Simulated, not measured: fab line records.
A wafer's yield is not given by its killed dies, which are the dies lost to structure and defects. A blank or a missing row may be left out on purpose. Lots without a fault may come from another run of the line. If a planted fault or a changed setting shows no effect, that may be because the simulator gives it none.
Split-lot experiment | flow rit_cmos | route with 202 steps; 5 lots, 23 wafers read

== THE SPLIT ==
At RIT_GATE_EXPOSE_13 (exposes mask M6, target cd 150 nm), the setting dose_mj was moved away from the recipe's 380 on 9 of the 23 wafers read, by -6.6% to +3.8%. The other wafers ran this setting at the recipe's value.

== FROM THE SPLIT TO THE READING: what the file shows between them, 6 steps ==
- RIT_GATE_PEB_14
- RIT_GATE_DEVELOP_15: develop time 50 s
- RIT_GATE_CD_MEAS_16: target cd 150 nm
- RIT_GATE_HARDBAKE_18: time 60 s
- RIT_GATE_ETCH_19: etches poly-Si in SF6/CHF3/O2, stops on SiO2, time 165 s, target depth 312.5 nm
- RIT_GATE_STRIP_20: strips in O2, time 180 s

== THE READING ==
Shown in nm: cd_nm at RIT_GATE_CD_MEAS_90, with target cd 150 nm. A value of 148.8 nm with a standard deviation of 2.8 nm is what fault-free wafers of this fab line usually give.

wafer  | tool, chamber at the split | dose_mj as run | against the recipe | cd_nm, nm | against lot-mates on the recipe
L074.1 | iline_stepper-02, 0        | 380            | recipe             | 146.0     | -
L074.2 | iline_stepper-02, 0        | 380            | recipe             | 147.3     | -
L074.5 | iline_stepper-02, 0        | 380            | recipe             | 147.1     | -
L075.1 | iline_stepper-02, 0        | 391.9          | +3.1%              | 134.1     | -15.0
L075.2 | iline_stepper-02, 0        | 380            | recipe             | 148.0     | -
L075.4 | iline_stepper-02, 0        | 380            | recipe             | 151.7     | -
L075.5 | iline_stepper-02, 0        | 391.9          | +3.1%              | 136.1     | -13.0
L075.6 | iline_stepper-02, 0        | 380            | recipe             | 147.7     | -
L079.1 | iline_stepper-02, 0        | 354.9          | -6.6%              | 183.3     | +37.1
L079.2 | iline_stepper-02, 0        | 380            | recipe             | 145.4     | -
L079.4 | iline_stepper-02, 0        | 354.9          | -6.6%              | 182.6     | +36.4
L079.5 | iline_stepper-02, 0        | 380            | recipe             | 146.8     | -
L079.6 | iline_stepper-02, 0        | 380            | recipe             | 146.5     | -
L080.1 | iline_stepper-02, 0        | 371.8          | -2.2%              | 157.0     | +7.1
L080.2 | iline_stepper-02, 0        | 371.8          | -2.2%              | 159.2     | +9.3
L080.4 | iline_stepper-02, 0        | 371.8          | -2.2%              | 163.4     | +13.5
L080.5 | iline_stepper-02, 0        | 380            | recipe             | 150.4     | -
L080.6 | iline_stepper-02, 0        | 380            | recipe             | 149.3     | -
L085.1 | iline_stepper-02, 0        | 380            | recipe             | 153.9     | -
L085.2 | iline_stepper-02, 0        | 380            | recipe             | 150.3     | -
L085.3 | iline_stepper-02, 0        | 380            | recipe             | 151.5     | -
L085.4 | iline_stepper-02, 0        | 394.3          | +3.8%              | 132.5     | -19.4
L085.6 | iline_stepper-02, 0        | 394.3          | +3.8%              | 132.7     | -19.2

FIT RESULTS
A straight line over all 23 wafers: cd_nm changes by -4.88 nm for each +1% of dose_mj; r = -0.98; the points scatter about the line by 2.4 nm.
The same after taking each lot's own level away (the mean of its wafers on the recipe; 23 wafers): -5.24 nm for each +1%; r = -0.99; scatter 1.8 nm.
According to that fit, moving dose_mj by its largest amount changes the reading by 35 nm.
The span of the lots' own levels, 146.23 to 151.90 nm, comes to 2.0 times the standard deviation stated above.
So the lot-to-lot level changes the slope little: the two slopes agree.
Check: +33.8 nm against its lot-mates is what the line predicts for one of the wafers moved furthest among these (-6.6%) when that wafer is left out of the fit. Against them it came out at +37.1 nm.

== OTHER SPLITS APPLIED TO THESE WAFERS ==
Note: prior to the reading, these wafers also went through further splits. Each is held against what the fit with the lots' levels taken away leaves over:
other split on the same wafers      | wafers away from the commonest value | r with cd_nm (lot level and that fit taken away)
RIT_ACTIVE_EXPOSE_08 dose_mj        | 6                                    | -0.16
RIT_ACTIVE_ETCH_13 pressure_mtorr   | 10                                   | -0.29
RIT_FOX2_OXIDATION_00 temp_c        | 18                                   | -0.33
RIT_NWELL_DEVELOP_05 develop_time_s | 9                                    | +0.05
RIT_NRETRO_IMPLANT_08 energy_kev    | 7                                    | -0.09
RIT_PRETRO_HARDBAKE_07 temp_c       | 6                                    | -0.35
RIT_PRETRO_IMPLANT_08 dose_cm2      | 8                                    | -0.37
RIT_GATE_CVD_08 temp_c              | 18                                   | +0.19

== THE WHOLE CHAIN: every reading that the file lists as answering this split, in the file's order ==
step                | what it does     | reading | change (the file's fit)              | r (the file's)
RIT_GATE_CD_MEAS_16 | target cd 150 nm | cd_nm   | -5.28 nm for each +1% of the setting | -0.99
RIT_GATE_CD_MEAS_90 | target cd 150 nm | cd_nm   | -5.27 nm for each +1% of the setting | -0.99

== FILE'S OWN FIT ==
cd_nm changes by -5.27 nm for each +1% of dose_mj, r = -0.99.
